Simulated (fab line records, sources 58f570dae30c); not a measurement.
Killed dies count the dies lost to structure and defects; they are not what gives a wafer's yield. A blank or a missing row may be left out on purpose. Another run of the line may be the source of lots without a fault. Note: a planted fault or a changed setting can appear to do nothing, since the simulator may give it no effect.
The tool behind it: which one? :: flow berkeley_cmos170 :: Sampling: 15 lots, 45 wafers, 6 of 331 route steps

## WHAT THE GAUGES READ, wafer by wafer
UCB170_FIELD_THK_MEAS_90.
lot: L325
measured: day 4 17:19
on: film_metro-02
FIELD_OXIDE_LEFT_1_THK (nm): 447 454 453

lot: L326
measured: day 5 04:22
on: film_metro-02
FIELD_OXIDE_LEFT_1_THK (nm): 426 424 424

lot: L327
measured: day 5 10:38
on: film_metro-03
FIELD_OXIDE_LEFT_1_THK (nm): 433 441 443

lot: L329
measured: day 5 20:29
on: film_metro-02
FIELD_OXIDE_LEFT_1_THK (nm): 440 442 443

lot: L328
measured: day 5 20:29
on: film_metro-03
FIELD_OXIDE_LEFT_1_THK (nm): 456 453 465

lot: L331
measured: day 6 05:52
on: film_metro-02
FIELD_OXIDE_LEFT_1_THK (nm): 443 442 433

lot: L330
measured: day 6 13:42
on: film_metro-04
FIELD_OXIDE_LEFT_1_THK (nm): 457 444 448

lot: L333
measured: day 6 13:38
on: film_metro-02
FIELD_OXIDE_LEFT_1_THK (nm): 446 444 444

lot: L334
measured: day 6 13:43
on: film_metro-02
FIELD_OXIDE_LEFT_1_THK (nm): 428 430 430

lot: L335
measured: day 6 13:41
on: film_metro-03
FIELD_OXIDE_LEFT_1_THK (nm): 442 442 431

lot: L340
measured: day 7 19:16
on: film_metro-03
FIELD_OXIDE_LEFT_1_THK (nm): 432 438 438

lot: L341
measured: day 8 05:49
on: film_metro-03
FIELD_OXIDE_LEFT_1_THK (nm): 461 463 461

lot: L342
measured: day 8 05:49
on: film_metro-04
FIELD_OXIDE_LEFT_1_THK (nm): 450 447 448

lot: L346
measured: day 9 08:09
on: film_metro-04
FIELD_OXIDE_LEFT_1_THK (nm): 429 439 442

lot: L347
measured: day 9 08:07
on: film_metro-03
FIELD_OXIDE_LEFT_1_THK (nm): 435 441 443

UCB170_NLDD_TW_MEAS_11.
lot: L325
measured: day 6 03:06
on: film_metro-03
NLDD_TW: 2238 2230 2237

lot: L326
measured: day 6 20:39
on: film_metro-04
NLDD_TW: 2253 2255 2251

lot: L327
measured: day 7 02:40
on: film_metro-01
NLDD_TW: 2223 2229 2232

lot: L329
measured: day 7 13:37
on: film_metro-03
NLDD_TW: 2225 2223 2219

lot: L328
measured: day 7 13:44
on: film_metro-04
NLDD_TW: 2259 2245 2255

lot: L331
measured: day 7 14:02
on: film_metro-03
NLDD_TW: 2224 2219 2227

lot: L330
measured: day 7 23:44
on: film_metro-01
NLDD_TW: 2084 2076 2076

lot: L333
measured: day 7 22:26
on: film_metro-01
NLDD_TW: 2232 2222 2240

lot: L334
measured: day 7 22:58
on: film_metro-01
NLDD_TW: 2237 2211 2232

lot: L335
measured: day 7 23:34
on: film_metro-01
NLDD_TW: 2252 2246 2249

lot: L340
measured: day 9 10:34
on: film_metro-01
NLDD_TW: 2081 2064 2075

lot: L341
measured: day 9 12:01
on: film_metro-03
NLDD_TW: 2071 2080 2072

lot: L342
measured: day 9 12:18
on: film_metro-03
NLDD_TW: 2228 2221 2221

lot: L346
measured: day 10 15:57
on: film_metro-04
NLDD_TW: 2250 2249 2243

lot: L347
measured: day 10 15:47
on: film_metro-01
NLDD_TW: 2233 2247 2234

UCB170_NSD_TW_MEAS_10.
lot: L325
measured: day 6 11:33
on: film_metro-03
NSD_TW: 4229 4219 4224

lot: L326
measured: day 7 05:01
on: film_metro-03
NSD_TW: 4211 4212 4211

lot: L327
measured: day 7 10:32
on: film_metro-04
NSD_TW: 4271 4258 4276

lot: L329
measured: day 7 22:08
on: film_metro-04
NSD_TW: 4256 4206 4242

lot: L328
measured: day 7 21:34
on: film_metro-04
NSD_TW: 4259 4244 4252

lot: L331
measured: day 7 22:25
on: film_metro-04
NSD_TW: 4273 4263 4257

lot: L330
measured: day 8 09:05
on: film_metro-04
NSD_TW: 4276 4278 4290

lot: L333
measured: day 8 08:47
on: film_metro-01
NSD_TW: 4213 4202 4219

lot: L334
measured: day 8 08:59
on: film_metro-03
NSD_TW: 4226 4239 4228

lot: L335
measured: day 8 08:24
on: film_metro-04
NSD_TW: 4286 4285 4296

lot: L340
measured: day 9 18:29
on: film_metro-04
NSD_TW: 4301 4303 4303

lot: L341
measured: day 9 19:16
on: film_metro-04
NSD_TW: 4293 4269 4273

lot: L342
measured: day 9 18:45
on: film_metro-01
NSD_TW: 4217 4221 4238

lot: L346
measured: day 10 23:47
on: film_metro-01
NSD_TW: 4222 4231 4239

lot: L347
measured: day 10 23:33
on: film_metro-03
NSD_TW: 4250 4204 4248

UCB170_SDANNEAL_RS_MEAS_05: measures by four-point-probe.
lot: L325
measured: day 6 13:20
on: film_metro-01
NLDD_RS (ohm/sq): 614.8 615.2 613.9

lot: L326
measured: day 7 07:09
on: film_metro-03
NLDD_RS (ohm/sq): 614.9 618.0 616.9

lot: L327
measured: day 7 12:43
on: film_metro-01
NLDD_RS (ohm/sq): 616.3 618.5 615.7

lot: L329
measured: day 7 23:38
on: film_metro-04
NLDD_RS (ohm/sq): 615.5 616.0 615.6

lot: L328
measured: day 7 23:08
on: film_metro-04
NLDD_RS (ohm/sq): 615.6 616.1 617.3

lot: L331
measured: day 8 00:01
on: film_metro-03
NLDD_RS (ohm/sq): 616.0 616.3 616.8

lot: L330
measured: day 8 11:22
on: film_metro-04
NLDD_RS (ohm/sq): 733.3 732.7 733.1

lot: L333
measured: day 8 11:01
on: film_metro-03
NLDD_RS (ohm/sq): 613.9 616.1 616.1

lot: L334
measured: day 8 11:13
on: film_metro-01
NLDD_RS (ohm/sq): 616.6 615.4 616.9

lot: L335
measured: day 8 10:13
on: film_metro-03
NLDD_RS (ohm/sq): 613.9 615.4 613.5

lot: L340
measured: day 9 19:56
on: film_metro-01
NLDD_RS (ohm/sq): 728.0 729.1 731.7

lot: L341
measured: day 9 20:49
on: film_metro-04
NLDD_RS (ohm/sq): 731.5 732.5 729.3

lot: L342
measured: day 9 20:29
on: film_metro-03
NLDD_RS (ohm/sq): 614.9 615.7 617.4

lot: L346
measured: day 11 01:23
on: film_metro-04
NLDD_RS (ohm/sq): 614.8 614.2 615.9

lot: L347
measured: day 11 01:08
on: film_metro-03
NLDD_RS (ohm/sq): 619.2 615.7 616.9

## WHICH TOOL RAN EACH LOT (tool, then ch and the chambers of the sampled wafers, then the start)
lot: L325
UCB170_NWELL_STRIP_15: plasma_asher-02 ch 0,1, day 2 10:05
UCB170_NLDD_IMPLANT_08: implanter-03 ch 0, day 6 02:43

lot: L326
UCB170_NWELL_STRIP_15: plasma_asher-02 ch 0,1, day 2 18:20
UCB170_NLDD_IMPLANT_08: implanter-01 ch 0, day 6 20:16

lot: L327
UCB170_NWELL_STRIP_15: plasma_asher-03 ch 0,1, day 2 23:09
UCB170_NLDD_IMPLANT_08: implanter-03 ch 0, day 7 02:16

lot: L329
UCB170_NWELL_STRIP_15: plasma_asher-02 ch 0,1, day 3 04:20
UCB170_NLDD_IMPLANT_08: implanter-03 ch 0, day 7 13:13

lot: L328
UCB170_NWELL_STRIP_15: plasma_asher-01 ch 0,1, day 3 04:36
UCB170_NLDD_IMPLANT_08: implanter-02 ch 0, day 7 13:20

lot: L331
UCB170_NWELL_STRIP_15: plasma_asher-03 ch 0,1, day 3 16:50
UCB170_NLDD_IMPLANT_08: implanter-02 ch 0, day 7 13:40

lot: L330
UCB170_NWELL_STRIP_15: plasma_asher-02 ch 0,1, day 3 16:58
UCB170_NLDD_IMPLANT_08: implanter-02 ch 0, day 7 23:20

lot: L333
UCB170_NWELL_STRIP_15: plasma_asher-03 ch 0,1, day 3 20:53
UCB170_NLDD_IMPLANT_08: implanter-01 ch 0, day 7 22:02

lot: L334
UCB170_NWELL_STRIP_15: plasma_asher-03 ch 0,1, day 4 01:50
UCB170_NLDD_IMPLANT_08: implanter-02 ch 0, day 7 22:37

lot: L335
UCB170_NWELL_STRIP_15: plasma_asher-01 ch 0,1, day 4 04:44
UCB170_NLDD_IMPLANT_08: implanter-01 ch 0, day 7 23:10

lot: L340
UCB170_NWELL_STRIP_15: plasma_asher-01 ch 0,1, day 5 08:04
UCB170_NLDD_IMPLANT_08: implanter-02 ch 0, day 9 10:10

lot: L341
UCB170_NWELL_STRIP_15: plasma_asher-01 ch 0,1, day 5 14:37
UCB170_NLDD_IMPLANT_08: implanter-02 ch 0, day 9 11:37

lot: L342
UCB170_NWELL_STRIP_15: plasma_asher-01 ch 0,1, day 5 21:53
UCB170_NLDD_IMPLANT_08: implanter-03 ch 0, day 9 11:52

lot: L346
UCB170_NWELL_STRIP_15: plasma_asher-02 ch 0,1, day 6 21:10
UCB170_NLDD_IMPLANT_08: implanter-01 ch 0, day 10 15:35

lot: L347
UCB170_NWELL_STRIP_15: plasma_asher-03 ch 0,1, day 7 00:22
UCB170_NLDD_IMPLANT_08: implanter-03 ch 0, day 10 15:23
- UCB170_NWELL_STRIP_15: strips in O2.
- UCB170_NLDD_IMPLANT_08

## WHAT THE TOOLS THEMSELVES READ (means of the sampled wafers that have a number; where no wafer has one, the mark that the record gives instead)
UCB170_NWELL_STRIP_15.
lot: L325
tool: plasma_asher-02
drypump_motor_current_A (A): 5.8
oes_product_au (a.u.): 0.717
strip_time_to_endpoint_s (s): 17.96

lot: L326
tool: plasma_asher-02
drypump_motor_current_A (A): 5.8
oes_product_au (a.u.): 0.722
strip_time_to_endpoint_s (s): 17.98

lot: L327
tool: plasma_asher-03
drypump_motor_current_A (A): 5.4
oes_product_au (a.u.): 0.721
strip_time_to_endpoint_s (s): 18.05

lot: L329
tool: plasma_asher-02
drypump_motor_current_A (A): 5.9
oes_product_au (a.u.): 0.723
strip_time_to_endpoint_s (s): 18.20

lot: L328
tool: plasma_asher-01
drypump_motor_current_A (A): 5.7
oes_product_au (a.u.): 0.721
strip_time_to_endpoint_s (s): 17.93

lot: L331
tool: plasma_asher-03
drypump_motor_current_A (A): 5.6
oes_product_au (a.u.): 0.719
strip_time_to_endpoint_s (s): 18.00

lot: L330
tool: plasma_asher-02
drypump_motor_current_A (A): 5.9
oes_product_au (a.u.): 0.720
strip_time_to_endpoint_s (s): 18.01

lot: L333
tool: plasma_asher-03
drypump_motor_current_A (A): 5.4
oes_product_au (a.u.): 0.728
strip_time_to_endpoint_s (s): 18.00

lot: L334
tool: plasma_asher-03
drypump_motor_current_A (A): 5.6
oes_product_au (a.u.): 0.722
strip_time_to_endpoint_s (s): 18.08

lot: L335
tool: plasma_asher-01
drypump_motor_current_A (A): 5.7
oes_product_au (a.u.): 0.722
strip_time_to_endpoint_s (s): 18.09

lot: L340
tool: plasma_asher-01
drypump_motor_current_A (A): 5.9
oes_product_au (a.u.): 0.720
strip_time_to_endpoint_s (s): 17.99

lot: L341
tool: plasma_asher-01
drypump_motor_current_A (A): 5.9
oes_product_au (a.u.): 0.723
strip_time_to_endpoint_s (s): 18.08

lot: L342
tool: plasma_asher-01
drypump_motor_current_A (A): 5.7
oes_product_au (a.u.): 0.723
strip_time_to_endpoint_s (s): 17.94

lot: L346
tool: plasma_asher-02
drypump_motor_current_A (A): 5.8
oes_product_au (a.u.): 0.719
strip_time_to_endpoint_s (s): 17.92

lot: L347
tool: plasma_asher-03
drypump_motor_current_A (A): 5.4
oes_product_au (a.u.): 0.716
strip_time_to_endpoint_s (s): 18.03

UCB170_NLDD_IMPLANT_08.
lot: L325
tool: implanter-03
dose_ions_cm2: 5e+13
faraday_current_uA: 158

lot: L326
tool: implanter-01
dose_ions_cm2: 5e+13
faraday_current_uA: 161

lot: L327
tool: implanter-03
dose_ions_cm2: 5e+13
faraday_current_uA: 159

lot: L329
tool: implanter-03
dose_ions_cm2: 5e+13
faraday_current_uA: 157

lot: L328
tool: implanter-02
dose_ions_cm2: 5e+13
faraday_current_uA: 158

lot: L331
tool: implanter-02
dose_ions_cm2: 5e+13
faraday_current_uA: 160

lot: L330
tool: implanter-02
dose_ions_cm2: 3e+13
faraday_current_uA: 87

lot: L333
tool: implanter-01
dose_ions_cm2: 5e+13
faraday_current_uA: 161

lot: L334
tool: implanter-02
dose_ions_cm2: 5e+13
faraday_current_uA: 157

lot: L335
tool: implanter-01
dose_ions_cm2: 5e+13
faraday_current_uA: 154

lot: L340
tool: implanter-02
dose_ions_cm2: 3e+13
faraday_current_uA: 87

lot: L341
tool: implanter-02
dose_ions_cm2: 3e+13
faraday_current_uA: 87

lot: L342
tool: implanter-03
dose_ions_cm2: 5e+13
faraday_current_uA: 159

lot: L346
tool: implanter-01
dose_ions_cm2: 5e+13
faraday_current_uA: 160

lot: L347
tool: implanter-03
dose_ions_cm2: 5e+13
faraday_current_uA: 156

## THE ANSWER, worked out from the rows above alone
Rule: the usual values come from the lots themselves. The widest of any qualifying gaps counts: lots, ordered by their means at a reading, are off when they make up no more than a third of the lots, leave a main group of 4 or more, and stand apart from it by 3 or more times the standard deviation of that group's means. Not used: any main group whose means are identical at the precision the tables above print for the reading. Also off: a lot with no number at a reading for which 4 or more lots have one. Any other lot the step has rows for is counted as sound. After the gauges, taken in route order, come the tools' own readings; for these a lot's mean is taken, as printed above. At the first step where some lot is off, the reading lying furthest off is the one used; lots without a number count as furthest.
Off: L330, L340, L341, at UCB170_NLDD_TW_MEAS_11 (NLDD_TW). For the main group the mean is 2236 and the standard deviation 11.
If a tool, at a process step before that reading, ran all the lots that are off and no sound lot after the first of them, it fits. The gauges at UCB170_NLDD_TW_MEAS_11 aren't tried: what is off there is off at UCB170_NLDD_IMPLANT_08 too, on other tools, and a gauge's error can't cause that. One fits: implanter-02 at UCB170_NLDD_IMPLANT_08. A fault onset in the window from L334 (day 7 22:37, its last sound lot) to L330 (day 7 23:20, its first lot off) fits.
The tool's own readings at UCB170_NLDD_IMPLANT_08 bear it out: on the lots that are off they differ by more than 5 times the standard deviation of the sound lots' means. dose_ions_cm2 reads 3e+13 there against 5e+13 on the sound lots; faraday_current_uA reads 87 there against 158 on the sound lots.

## WHAT HAD BEEN PUT IN BY THE SIMULATOR
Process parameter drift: implanter-02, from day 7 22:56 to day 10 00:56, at UCB170_NLDD_IMPLANT_08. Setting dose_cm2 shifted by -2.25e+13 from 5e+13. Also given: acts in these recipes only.
Struck lots among those shown: L330, L340, L341. The rule given above showed the same thing.
